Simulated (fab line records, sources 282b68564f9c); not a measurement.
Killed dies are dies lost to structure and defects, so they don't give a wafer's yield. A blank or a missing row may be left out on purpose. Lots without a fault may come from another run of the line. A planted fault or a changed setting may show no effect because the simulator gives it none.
A struck lot beside a sound one | flow rit_cmos | 44 steps out of a route of 202
Sound: wafers L701.2, L701.4, L701.6. Struck: wafers L717.3, L717.4, L717.6. The cause comes at the end.
At each step with rows: each side's tool, then ch and its chambers, then its first start. Under that, the readings that differ: sound wafers | struck wafers | difference of the means | sigmas: that difference in standard deviations of wafers without a fault.
alike: readings whose means differ by less than 2 such deviations, and words and numbers that are the same on both sides. not compared: withheld readings, readings that some wafer has no value for, bounds like >300 that may hide the same value, and numbers for which the record gives no deviation and whose values overlap.
The two part at a step that has a row with sigmas, a row that says differs or no value, or rows on one side only. Numbers that don't overlap but have no deviation are shown without sigmas and don't part them. A reading that every wafer of one side lacks parts them only if that side has two wafers or more.

first, 1 step without rows for these wafers: RIT_PRETRO_IMPLANT_08.
RIT_PRETRO_STRIP_09: strips in O2, time 180 s.
  sound on plasma_asher-04 ch 0,1, day 2 07:38; struck on plasma_asher-02 ch 0,1, day 5 17:34
  alike: drypump_motor_current_A, rf_refl_power_W
  not compared: rf_hours_counter_h
RIT_PRETRO_TW_MEAS_10:
  sound on film_metro-04, day 2 07:49; struck on film_metro-02, day 5 17:42
  alike: PRETRO_TW
then, 5 steps without rows for these wafers: RIT_GATE_WET_ETCH_00 (etches SiO2 in BOE, target depth 56 nm, time 60 s); RIT_GATE_CLEAN_01 (cleans in SC1, time 600 s); RIT_GATE_CLEAN_02 (cleans in dHF, time 30 s); RIT_GATE_CLEAN_03 (cleans in SC2, time 600 s); RIT_GATE_CLEAN_04 (cleans in dHF, time 60 s).
RIT_FOX2_THK_MEAS_91:
  sound on film_metro-01, day 2 08:18; struck on film_metro-01, day 5 18:11
  reading                     | sound       | struck      | difference | sigmas
  FIELD_OXIDE_LEFT_2_THK (nm) | 254 254 258 | 238 243 242 | -14        | -3
then, 2 steps without rows for these wafers: RIT_GATE_OXIDATION_05 (target thk 3 nm, ox time 270 s); RIT_GATE_ANNEAL_06 (time 600 s).
RIT_GATE_THK_MEAS_07:
  sound on film_metro-02, day 2 09:47; struck on film_metro-03, day 5 21:04
  alike: GATE_OXIDE_THK
RIT_GATE_CVD_08: deposits poly-Si from SiH4, target thk 250 nm, time 2220 s.
  sound on lpcvd-01 ch 0, day 2 09:50; struck on lpcvd-01 ch 1, day 5 21:06
  reading                                  | sound             | struck            | difference | sigmas
  spike_tc_centre_C (C)                    | 611.3 611.5 612.2 | 602.8 600.6 601.3 | -10.1      | -8
  spike_tc_load_C (C)                      | 631.9 632.6 632.4 | 618.4 616.3 619.9 | -14.1      | -6
  spike_tc_source_C (C)                    | 632.5 632.8 632.4 | 618.0 618.9 618.4 | -14.1      | -6
  model.poly-Si_of_GATE_CVD_08.thk_nm (nm) | 249.6 248.7 249.7 | 199.5 196.8 195.7 | -52.0      |
RIT_GATE_THK_MEAS_09:
  sound on film_metro-01, day 2 11:28; struck on film_metro-02, day 5 22:44
  reading            | sound             | struck            | difference | sigmas
  GATE_POLY_THK (nm) | 249.7 248.5 249.6 | 199.5 197.0 195.8 | -51.8      | -25
then, 6 steps without rows for these wafers: RIT_GATE_HMDS_10 (prime time 60 s); RIT_GATE_COAT_11 (resist thk 850 nm); RIT_GATE_SOFTBAKE_12 (time 60 s); RIT_GATE_EXPOSE_13 (exposes mask M6, target cd 150 nm); RIT_GATE_PEB_14; RIT_GATE_DEVELOP_15 (develop time 50 s).
RIT_GATE_CD_MEAS_16: target cd 150 nm.
  sound on cd_sem-01, day 2 12:23; struck on cd_sem-01, day 5 23:47
  alike: cd_nm
RIT_GATE_OVL_MEAS_17:
  sound on overlay-01, day 2 12:30; struck on overlay-02, day 5 23:53
  alike: GATE_OVL
then, 1 step without rows for these wafers: RIT_GATE_HARDBAKE_18 (time 60 s).
RIT_GATE_ETCH_19: etches poly-Si in SF6/CHF3/O2, stops on SiO2, time 165 s, target depth 312.5 nm.
  sound on rie_si-01 ch 0,1,2, day 2 12:41; struck on rie_si-01 ch 1,2, day 6 00:04
  reading                          | sound             | struck            | difference | sigmas
  oes_product_au (a.u.)            | 0.851 0.857 0.837 | 0.722 0.726 0.713 | -0.128     | -13
  model.etch.depth_nm (nm)         | 249.6 248.7 249.7 | 199.5 196.8 195.7 | -52.0      |
  model.GATE.feature_depth_nm (nm) | 249.6 248.7 249.7 | 199.5 196.8 195.7 | -52.0      |
  alike: SF6_flow_sccm, drypump_motor_current_A, throttle_valve_pct
  not compared: rf_hours_counter_h
RIT_GATE_STRIP_20: strips in O2, time 180 s.
  sound on plasma_asher-03 ch 0,1, day 2 12:47; struck on plasma_asher-04 ch 0,1, day 6 00:14
  alike: drypump_motor_current_A, rf_refl_power_W
  not compared: rf_hours_counter_h
RIT_GATE_CD_MEAS_90: target cd 150 nm.
  sound on cd_sem-01, day 2 12:59; struck on cd_sem-01, day 6 00:23
  alike: cd_nm
then, 4 steps without rows for these wafers: RIT_REOX_CLEAN_00 (cleans in SC1, time 600 s); RIT_REOX_CLEAN_01 (cleans in dHF, time 30 s); RIT_REOX_CLEAN_02 (cleans in SC2, time 600 s); RIT_REOX_OXIDATION_03 (target thk 25.2 nm, ox time 5580 s).
RIT_REOX_THK_MEAS_04:
  sound on film_metro-01, day 2 16:25; struck on film_metro-04, day 6 04:24
  alike: REOX_OXIDE_THK
then, 6 steps without rows for these wafers: RIT_NLDD_HMDS_00 (prime time 60 s); RIT_NLDD_COAT_01 (resist thk 1000 nm); RIT_NLDD_SOFTBAKE_02 (time 60 s); RIT_NLDD_EXPOSE_03 (exposes mask M7, target cd 40700 nm); RIT_NLDD_PEB_04; RIT_NLDD_DEVELOP_05 (develop time 50 s).
RIT_NLDD_OVL_MEAS_06:
  sound on overlay-02, day 2 17:19; struck on overlay-02, day 6 05:23
  alike: NLDD_OVL
then, 2 steps without rows for these wafers: RIT_NLDD_HARDBAKE_07 (time 60 s); RIT_NLDD_IMPLANT_08.
RIT_NLDD_STRIP_09: strips in O2, time 180 s.
  sound on plasma_asher-02 ch 1, day 2 17:39; struck on plasma_asher-02 ch 0,1, day 6 05:46
  alike: drypump_motor_current_A, rf_refl_power_W
  not compared: rf_hours_counter_h
RIT_NLDD_TW_MEAS_10:
  sound on film_metro-02, day 2 17:50; struck on film_metro-01, day 6 05:54
  alike: NLDD_TW
RIT_SDANNEAL_CLEAN_02: cleans in SC2, time 600 s.
  sound on wet_bench-01 ch 3, day 3 01:01; struck on wet_bench-02 ch 1, day 6 12:53
  reading                                  | sound             | struck            | difference | sigmas
  model.poly-Si_of_GATE_CVD_08.thk_nm (nm) | 161.6 162.9 163.5 | 114.5 110.2 109.2 | -51.4      |
RIT_M1_PROBE_99:
  sound on prober-01, day 3 10:43; struck on prober-02, day 6 20:59
  reading                             | sound             | struck            | difference | sigmas
  model.etest.pmos_turned.r_on_ohm_um | 3745 3740 3591    | 3134 3090 3060    | -597       |
  model.etest.nmos_turned.drive_ua_um | 294.8 286.6 306.9 | 391.3 400.3 402.6 | +102.0     |
  model.etest.nmos_0p3.r_on_ohm_um    | 2280 2235 2207    | 2076 2066 2090    | -163       |
  model.etest.pmos_turned.drive_ua_um | 171.1 167.7 181.9 | 218.6 222.4 223.5 | +47.9      |
  model.etest.nmos_0p15.drive_ua_um   | 439.9 435.2 457   | 483.6 481 487.2   | +39.9      |
  model.etest.nmos_narrow.drive_ua_um | 216.4 214.2 219.1 | 247 243.1 243.7   | +28        |
  model.etest.nmos_0p3.drive_ua_um    | 216.1 213.4 218.4 | 242.3 241.1 238.8 | +24.8      |
  model.etest.ppoly_line.rs_ohm_sq    | 16.68 16.37 16.44 | 16.87 16.94 16.93 | +0.42      |
  alike: killed_at_contacts, killed_at_front_end, killed_dies, killed_open, killed_short

WHERE THEY PART
First at RIT_FOX2_THK_MEAS_91; last, within this record, at RIT_GATE_ETCH_19. Later steps at which nothing parts them and some readings are alike: RIT_GATE_STRIP_20, RIT_GATE_CD_MEAS_90, RIT_REOX_THK_MEAS_04, RIT_NLDD_OVL_MEAS_06, RIT_NLDD_STRIP_09, RIT_NLDD_TW_MEAS_10, RIT_M1_PROBE_99.

WHY: what the simulator had put in
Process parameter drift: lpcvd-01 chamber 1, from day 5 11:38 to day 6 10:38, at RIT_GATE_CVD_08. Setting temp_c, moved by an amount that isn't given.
